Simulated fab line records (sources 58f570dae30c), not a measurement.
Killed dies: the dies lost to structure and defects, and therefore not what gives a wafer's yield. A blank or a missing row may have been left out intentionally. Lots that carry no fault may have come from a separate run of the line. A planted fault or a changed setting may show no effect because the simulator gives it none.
Which tool is to blame? :: flow berkeleyCmos170 :: 7 lots with 21 wafers sampled at 2 steps, on a route of 331 steps

== WHAT THE GAUGES READ, wafer by wafer ==
UCB170_M1_RS_MEAS_01: measures by four-point-probe.
lot: L583
measured: day 6 20:20
on: filmMetro-04
M1_AL_RS (ohm/sq): 0.0486 0.0489 0.0488

lot: L588
measured: day 8 05:07
on: filmMetro-04
M1_AL_RS (ohm/sq): 0.0480 0.0480 0.0476

lot: L595
measured: day 8 14:35
on: filmMetro-04
M1_AL_RS (ohm/sq): 0.0486 0.0482 0.0479

lot: L592
measured: day 9 11:26
on: filmMetro-03
M1_AL_RS (ohm/sq): 0.0392 0.0392 0.0393

lot: L600
measured: day 10 22:08
on: filmMetro-04
M1_AL_RS (ohm/sq): 0.0484 0.0483 0.0486

lot: L602
measured: day 10 23:47
on: filmMetro-04
M1_AL_RS (ohm/sq): 0.0483 0.0484 0.0483

lot: L606
measured: day 11 10:49
on: filmMetro-03
M1_AL_RS (ohm/sq): 0.0485 0.0488 0.0484

== WHAT TOOL EACH LOT RAN ON (gives the tool, then ch and the chambers of the sampled wafers, and finally the start) ==
lot: L583
UCB170_M1_SPUTTER_00: pvdSputter-03, day 6 20:17

lot: L588
UCB170_M1_SPUTTER_00: pvdSputter-03, day 8 05:04

lot: L595
UCB170_M1_SPUTTER_00: pvdSputter-04, day 8 14:31

lot: L592
UCB170_M1_SPUTTER_00: pvdSputter-03, day 9 11:21

lot: L600
UCB170_M1_SPUTTER_00: pvdSputter-02, day 10 22:04

lot: L602
UCB170_M1_SPUTTER_00: pvdSputter-02, day 10 23:43

lot: L606
UCB170_M1_SPUTTER_00: pvdSputter-02, day 11 10:43
- UCB170_M1_SPUTTER_00: material Al, target thk 600 nm, time 80 s.

== THE ANSWER, worked out from the rows above alone ==
Rule: the lots themselves supply what counts as usual. The widest of any qualifying gaps counts: lots, ordered by their means at a reading, are off when they make up no more than a third of the lots, leave a main group of 4 or more, and stand apart from it by 3 or more times the standard deviation of that group's means. Not used: any main group whose means are identical at the precision the tables above print for the reading. Also off: a lot with no number at a reading for which 4 or more lots have one. Where the step has rows for the other lots, those lots are counted as sound.
Off: L592, at UCB170_M1_RS_MEAS_01 (M1_AL_RS). For the main group the mean is 0.0484 ohm/sq and the standard deviation 0.00028.
A tool fits if, at a process step before that reading, it ran every lot that is off, and no sound lot after the first of them. The gauges at UCB170_M1_RS_MEAS_01 are tried like those tools. One candidate fits, namely pvdSputter-03 at UCB170_M1_SPUTTER_00. Its last sound lot is L588 (day 8 05:04), its first lot that is off L592 (day 9 11:21): a fault that began between those two fits.

== WHAT THE SIMULATOR HAD PUT IN ==
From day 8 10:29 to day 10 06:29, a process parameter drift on pvdSputter-03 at UCB170_M1_SPUTTER_00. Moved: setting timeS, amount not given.
Struck lots among those shown: L592. The rule above reached the same finding.
